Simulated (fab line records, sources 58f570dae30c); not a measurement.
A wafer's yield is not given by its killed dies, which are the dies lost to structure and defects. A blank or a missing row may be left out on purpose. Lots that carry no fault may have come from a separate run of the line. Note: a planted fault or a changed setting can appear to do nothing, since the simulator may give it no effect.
2 desks, one fault + flow berkeleyCmos170 + only its own numbers are on each desk; what lay behind them is given at the end

## THE METROLOGY DESK
What the gauges read, lot by lot, whatever tool the lot ran on: means of the sampled wafers that have a number. The brackets show how far a lot's mean lies from the usual mean; more than 4 standard deviations puts the lot out of limits, marked OUT.
Columns: A = NWELL_TW at UCB170_NWELL_TW_MEAS_16, usual 1248; B = ACTIVE_NITRIDE_THK at UCB170_ACTIVE_THK_MEAS_06, usual 219.3 nm; C = ACTIVE_OVL at UCB170_ACTIVE_OVL_MEAS_14, usual -1 nm
| lot  | first seen here | A    | B     | C  |
|------|-----------------|------|-------|----|
| L857 | day 2 05:36     | 1255 | 219.2 | -1 |
| L858 | day 2 15:28     | 1249 | 218.6 | 12 |
| L859 | day 2 21:02     | 1249 | 225.9 | -6 |
| L861 | day 3 00:39     | 1254 | 219.1 | -4 |
| L860 | day 3 00:55     | 1255 | 220.6 | -6 |
| L862 | day 3 07:11     | 1246 | 216.7 | 4  |
| L871 | day 5 06:44     | 1240 | 217.6 | -1 |
| L872 | day 5 10:44     | 1252 | 219.2 | -2 |
| L876 | day 7 00:01     | 1244 | 219.1 | 0  |
| L879 | day 7 04:58     | 1251 | 217.9 | -6 |
This desk's verdict: no lot among the 10 shows anything out of limits.

## AT THE TOOL OWNER'S DESK: rieSi-01
The tool's own readings at UCB170_GATE_ETCH_15 (etches poly-Si in HBr/Cl2, stops on SiO2, time 56.3 s, target depth 278.2 nm): means of the sampled wafers that have a number, for each lot that ran on this tool. The brackets show how far a lot's mean lies from the usual mean; more than 4 standard deviations puts the lot out of limits, marked OUT.
Columns: A = drypumpMotorCurrentA at UCB170_GATE_ETCH_15, usual 5.3 A; B = oesProductAu at UCB170_GATE_ETCH_15, usual 0.830 a.u.; C = runLengthS at UCB170_GATE_ETCH_15, usual 84.7 s; D = throttleValvePct at UCB170_GATE_ETCH_15, usual 26.49 %
| lot  | first seen here | A   | B     | C    | D     |
|------|-----------------|-----|-------|------|-------|
| L857 | day 6 04:26     | 5.5 | 0.829 | 84.4 | 26.66 |
| L861 | day 7 02:36     | 5.8 | 0.822 | 84.3 | 26.56 |
| L862 | day 7 05:49     | 5.8 | 0.831 | 84.7 | 26.56 |
| L860 | day 7 09:04     | 5.5 | 0.836 | 84.7 | 26.54 |
| L871 | day 9 01:23     | 5.4 | 0.824 | 85.3 | 26.69 |
| L872 | day 9 07:47     | 5.5 | 0.805 | 86.1 | 26.42 |
This desk's verdict: no lot among the 6 shows anything out of limits.

## ALL TOGETHER
The metrology desk saw nothing out of limits.
The desk of the tool owner found nothing out of limits.

## WHAT WAS PUT IN BY THE SIMULATOR
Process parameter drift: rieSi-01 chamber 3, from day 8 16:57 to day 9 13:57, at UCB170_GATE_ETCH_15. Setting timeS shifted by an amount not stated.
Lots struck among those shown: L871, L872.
